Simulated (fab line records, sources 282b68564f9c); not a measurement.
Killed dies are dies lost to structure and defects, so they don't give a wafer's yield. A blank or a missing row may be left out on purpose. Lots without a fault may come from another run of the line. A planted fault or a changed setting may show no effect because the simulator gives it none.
Split-lot experiment | flow rit_cmos | 5 lots, 23 wafers read, on a route of 202 steps

THE SPLIT
At RIT_NRETRO_IMPLANT_08, the setting energy_kev was moved away from the recipe's 70 on 11 of the 23 wafers read, by -2.3% to +5.2%. The other wafers ran this setting at the recipe's value.

The reading is taken at the split's own step.

THE READING
implant.drp_nm (the simulator's own value, which no gauge read), in nm, at RIT_NRETRO_IMPLANT_08. The file gives no usual value for it.

wafer  | tool, chamber at the split | energy_kev as run | against the recipe | implant.drp_nm, nm | against lot-mates on the recipe
L075.1 | implanter-02, 0            | 68.38             | -2.3%              | 33.27              | -0.67
L075.2 | implanter-02, 0            | 68.38             | -2.3%              | 33.27              | -0.67
L075.5 | implanter-02, 0            | 68.38             | -2.3%              | 33.27              | -0.67
L075.3 | implanter-02, 0            | 70                | recipe             | 33.94              | -
L075.6 | implanter-02, 0            | 70                | recipe             | 33.94              | -
L077.2 | implanter-01, 0            | 70                | recipe             | 33.94              | -
L077.3 | implanter-01, 0            | 70                | recipe             | 33.94              | -
L077.6 | implanter-01, 0            | 70                | recipe             | 33.94              | -
L077.4 | implanter-01, 0            | 73.62             | +5.2%              | 35.41              | +1.47
L077.5 | implanter-01, 0            | 73.62             | +5.2%              | 35.41              | +1.47
L081.1 | implanter-03, 0            | 70                | recipe             | 33.94              | -
L081.2 | implanter-03, 0            | 70                | recipe             | 33.94              | -
L081.3 | implanter-03, 0            | 68.64             | -1.9%              | 33.38              | -0.56
L081.4 | implanter-03, 0            | 68.64             | -1.9%              | 33.38              | -0.56
L081.5 | implanter-03, 0            | 68.64             | -1.9%              | 33.38              | -0.56
L083.1 | implanter-02, 0            | 70                | recipe             | 33.94              | -
L083.2 | implanter-02, 0            | 70                | recipe             | 33.94              | -
L083.3 | implanter-02, 0            | 70                | recipe             | 33.94              | -
L084.1 | implanter-01, 0            | 70                | recipe             | 33.94              | -
L084.5 | implanter-01, 0            | 70                | recipe             | 33.94              | -
L084.3 | implanter-01, 0            | 72.67             | +3.8%              | 35.02              | +1.08
L084.4 | implanter-01, 0            | 72.67             | +3.8%              | 35.02              | +1.08
L084.6 | implanter-01, 0            | 72.67             | +3.8%              | 35.02              | +1.08

THE FIT
A straight line over all 23 wafers: implant.drp_nm changes by +0.285 nm for each +1% of energy_kev; r = +1.00; the points scatter about the line by 0.0041 nm.
The same after taking each lot's own level away (the mean of its wafers on the recipe; 23 wafers): +0.285 nm for each +1%; r = +1.00; scatter 0.0041 nm.
On that fit, the largest move of energy_kev shifts the reading by 1.5 nm.
The lots' own levels span 33.940 to 33.940 nm.
So the lot-to-lot level changes the slope little: the two slopes agree.
Check: with one of the wafers moved furthest among these (+5.2%) left out of the fit, the line predicts +1.47 nm for it against its lot-mates. It came out at +1.47 nm against them.

OTHER SPLITS ON THESE WAFERS
These wafers also went through other splits before the reading. Each is held against what the fit with the lots' levels taken away leaves over:
other split on the same wafers   | wafers away from the commonest value | r with implant.drp_nm (lot level and that fit taken away)
RIT_ACTIVE_OXIDATION_01 temp_c   | 15                                   | +0.21
RIT_ACTIVE_CVD_03 pressure_mtorr | 18                                   | +0.36
RIT_FOX2_WET_ETCH_03 time_s      | 10                                   | +0.09
RIT_NWELL_IMPLANT_08 energy_kev  | 9                                    | +0.12
RIT_PWELL_IMPLANT_08 dose_cm2    | 10                                   | +0.34

THE WHOLE CHAIN: every reading that the file lists as answering this split, in the file's order
step                  | what it does | reading                                                         | change (the file's fit)               | r (the file's)
RIT_NRETRO_IMPLANT_08 |              | implant.rp_nm (the simulator's own value, which no gauge read)  | +0.862 nm for each +1% of the setting | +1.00
RIT_NRETRO_IMPLANT_08 |              | implant.drp_nm (the simulator's own value, which no gauge read) | +0.285 nm for each +1% of the setting | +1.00

THE FILE'S OWN FIT
implant.drp_nm changes by +0.285 nm for each +1% of energy_kev, r = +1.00.
